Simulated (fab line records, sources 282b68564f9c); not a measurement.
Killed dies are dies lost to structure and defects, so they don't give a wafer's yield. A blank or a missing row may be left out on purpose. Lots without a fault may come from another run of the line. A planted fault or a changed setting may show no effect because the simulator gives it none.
One fault seen from 2 desks | flow rit_cmos | each desk has only its own numbers; what lay behind them comes last

THE TOOL OWNER'S DESK: rtp_anneal-01
The tool's own readings at RIT_SDANNEAL_RTA_03 (time 5 s): means of the sampled wafers that have a number, for each lot that ran on this tool. A lot is out of limits, marked OUT, if its mean lies more than 4 standard deviations from the usual mean; the brackets give that distance.
Columns: A = chamber_o2_ppm at RIT_SDANNEAL_RTA_03, usual 1.996; B = wafer_temp_C_max at RIT_SDANNEAL_RTA_03, usual 1053.4
lot  | first seen here | A     | B
L935 | day 3 04:22     | 1.978 | 1053.7
L937 | day 3 16:58     | 1.974 | 1053.1
L939 | day 3 23:58     | 2.031 | 1052.7
L949 | day 6 22:08     | 1.985 | 1053.5
L952 | day 7 02:48     | 1.985 | 1052.8
This desk's finding: nothing out of limits on any of the 5 lots.

THE METROLOGY DESK
What the gauges read, lot by lot, whatever tool the lot ran on: means of the sampled wafers that have a number. A lot is out of limits, marked OUT, if its mean lies more than 4 standard deviations from the usual mean; the brackets give that distance.
Columns: A = PSD_RS at RIT_SDANNEAL_RS_MEAS_04, usual 116.5 ohm/sq; B = PLDD_RS at RIT_SDANNEAL_RS_MEAS_06, usual 178.8 ohm/sq
lot  | first seen here | A               | B
L935 | day 3 04:25     | 116.7           | 179.1
L936 | day 3 11:23     | 116.3           | 178.8
L937 | day 3 17:02     | 116.7           | 178.6
L938 | day 3 19:23     | 116.1           | 178.4
L939 | day 4 00:01     | 116.7           | 178.4
L940 | day 4 06:56     | 116.8           | 179.3
L942 | day 4 21:22     | 116.8           | 178.9
L945 | day 5 07:43     | 116.4           | 178.7
L949 | day 6 22:12     | 128.8 (+40) OUT | 190.6 (+23) OUT
L951 | day 7 02:29     | 116.8           | 178.9
L952 | day 7 02:52     | 128.7 (+39) OUT | 191.4 (+24) OUT
L953 | day 7 13:43     | 116.7           | 179.1
L955 | day 7 20:38     | 116.2           | 177.8
L958 | day 8 02:02     | 116.3           | 178.3
This desk's finding: out of limits on L949, L952; first on L949, day 6 22:12 (PSD_RS at RIT_SDANNEAL_RS_MEAS_04). In limits: L935, L936, L937, L938, L939, L940, L942, L945, L951, L953, L955, L958.

PUT TOGETHER
The metrology desk could have raised an alarm at day 6 22:12, on L949, L952.
The tool owner's desk saw nothing out of limits.
The tool owner's desk has L949, L952 on record, within its limits.
Of the lots named, all ran RIT_SDANNEAL_RTA_03 on rtp_anneal-01.

WHAT THE SIMULATOR HAD PUT IN
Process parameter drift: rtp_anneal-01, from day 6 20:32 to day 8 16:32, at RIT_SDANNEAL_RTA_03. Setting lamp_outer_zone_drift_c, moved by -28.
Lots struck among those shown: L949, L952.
Hours from the fault's start to each desk's first reading out of limits: the metrology desk, 2.
